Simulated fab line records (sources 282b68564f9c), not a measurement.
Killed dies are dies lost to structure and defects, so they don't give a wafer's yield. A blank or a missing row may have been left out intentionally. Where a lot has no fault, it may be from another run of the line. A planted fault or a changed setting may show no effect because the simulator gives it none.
Struck lot and sound lot, side by side | flow rit cmos | 39 steps out of a route of 202
Sound: these wafers, L694.2, L694.5, L694.6. The struck wafers were L705.1, L705.4, L705.5. The cause is given at the end.
Each step with rows lists, per side, the tool, then ch with its chambers, then its first start. Under that, the readings that differ: sound wafers | struck wafers | difference of the means | sigmas: that difference in standard deviations of wafers without a fault.
alike: words and numbers the same on both sides, and readings whose means are apart by under 2 such deviations; not compared: readings that were withheld, readings missing a value for some wafer, numbers with overlapping values and no deviation given by the record, and bounds like >300 which may hide the same value.
The two part at a step that has a row with sigmas, a row that says differs or no value, or rows on one side only. Numbers that have no deviation but don't overlap get no sigmas and don't part them. A reading that every wafer of one side lacks parts them only if that side has two wafers or more.

first, 6 steps without rows for these wafers: RIT_NLDD_HMDS_00 (prime time 60 s); RIT_NLDD_COAT_01 (resist thk 1000 nm); RIT_NLDD_SOFTBAKE_02 (time 60 s); RIT_NLDD_EXPOSE_03 (exposes mask M7, target cd 40700 nm); RIT_NLDD_PEB_04; RIT_NLDD_DEVELOP_05 (develop time 50 s).
RIT_NLDD_OVL_MEAS_06:
  sound on overlay-01 at day 2 23:38; struck on overlay-02 at day 5 05:09
  alike: NLDD_OVL
then, 2 steps without rows for these wafers: RIT_NLDD_HARDBAKE_07 (time 60 s); RIT_NLDD_IMPLANT_08.
RIT_NLDD_STRIP_09: strips in O2, time 180 s.
  sound on plasma asher-04 ch 0,1, day 3 00:02; struck on plasma asher-03 ch 0,1, day 5 05:29
  alike: drypump motor current A
  not compared: rf hours counter h
RIT_NLDD_TW_MEAS_10:
  sound on film metro-01 at day 3 00:13; struck on film metro-01 at day 5 05:40
  alike: NLDD_TW
then, 1 step without rows for these wafers: RIT_PLDD_HMDS_00 (prime time 60 s).
RIT_PLDD_COAT_01: resist thk 1000 nm.
  struck on litho track-01, day 5 05:52; sound on litho track-01 ch 0, day 3 00:26
  no value came back on the struck wafers for chill plate temp C (C), dispense pressure kPa (kPa); on the sound wafers chill plate temp C (C) reads 22.87 22.79 22.96
then, 4 steps without rows for these wafers: RIT_PLDD_SOFTBAKE_02 (time 60 s); RIT_PLDD_EXPOSE_03 (exposes mask M8, target cd 40900 nm); RIT_PLDD_PEB_04; RIT_PLDD_DEVELOP_05 (develop time 50 s).
RIT_PLDD_OVL_MEAS_06:
  sound on overlay-02 at day 3 01:15; struck on overlay-01 at day 5 06:34
  reading       | sound       | struck | difference                    | sigmas
  PLDD_OVL (nm) | 0.7 0.3 1.6 | - - -  | no value on the struck wafers |
then, 2 steps without rows for these wafers: RIT_PLDD_HARDBAKE_07 (time 60 s); RIT_PLDD_IMPLANT_08.
RIT_PLDD_STRIP_09: strips in O2, time 180 s.
  sound on plasma asher-02 ch 0,1, day 3 01:35; struck on plasma asher-03 ch 0,1, day 5 06:55
  alike: drypump motor current A
  not compared: rf hours counter h
RIT_PLDD_TW_MEAS_10:
  sound on film metro-01 at day 3 01:46; struck on film metro-03 at day 5 07:05
  alike: PLDD_TW
then, 4 steps without rows for these wafers: RIT_SPACER_CLEAN_00 (cleans in SC1, time 600 s); RIT_SPACER_CLEAN_01 (cleans in dHF, time 30 s); RIT_SPACER_CLEAN_02 (cleans in SC2, time 600 s); RIT_SPACER_CVD_03 (deposits Si3N4 from SiH2Cl2/NH3, target thk 250 nm, time 3300 s).
RIT_SPACER_THK_MEAS_04:
  sound on film metro-04 at day 3 04:07; struck on film metro-04 at day 5 09:28
  alike: SPACER_NITRIDE_THK
RIT_SPACER_ETCHBACK_05: etches Si3N4 in SF6/CHF3, stops on SiO2, target depth 250 nm, time 240 s.
  sound on rie diel-01 ch 0,1,2, day 3 04:10; struck on rie diel-03 ch 2,3, day 5 09:31
  alike: CHF3_flow_sccm, drypump motor current A, oes product au, throttle valve pct
  not compared: rf hours counter h
then, 6 steps without rows for these wafers: RIT_NSD_HMDS_00 (prime time 60 s); RIT_NSD_COAT_01 (resist thk 1000 nm); RIT_NSD_SOFTBAKE_02 (time 60 s); RIT_NSD_EXPOSE_03 (exposes mask M9, target cd 40700 nm); RIT_NSD_PEB_04; RIT_NSD_DEVELOP_05 (develop time 50 s).
RIT_NSD_OVL_MEAS_06:
  sound on overlay-02 at day 3 05:10; struck on overlay-02 at day 5 10:31
  alike: NSD_OVL
then, 2 steps without rows for these wafers: RIT_NSD_HARDBAKE_07 (time 60 s); RIT_NSD_IMPLANT_08.
RIT_NSD_STRIP_09: strips in O2, time 180 s.
  sound on plasma asher-03 ch 0,1, day 3 05:29; struck on plasma asher-03 ch 0,1, day 5 10:52
  alike: drypump motor current A
  not compared: rf hours counter h
RIT_NSD_TW_MEAS_10:
  sound on film metro-03 at day 3 05:41; struck on film metro-03 at day 5 11:16
  reading | sound          | struck         | difference | sigmas
  NSD_TW  | 3101 3094 3102 | 3268 3251 3263 | +162       | +6
  not compared: hold

WHERE THEY PART
Earliest at RIT_PLDD_COAT_01; latest, in this record, at RIT_NSD_TW_MEAS_10.

WHY: what had been put in by the simulator
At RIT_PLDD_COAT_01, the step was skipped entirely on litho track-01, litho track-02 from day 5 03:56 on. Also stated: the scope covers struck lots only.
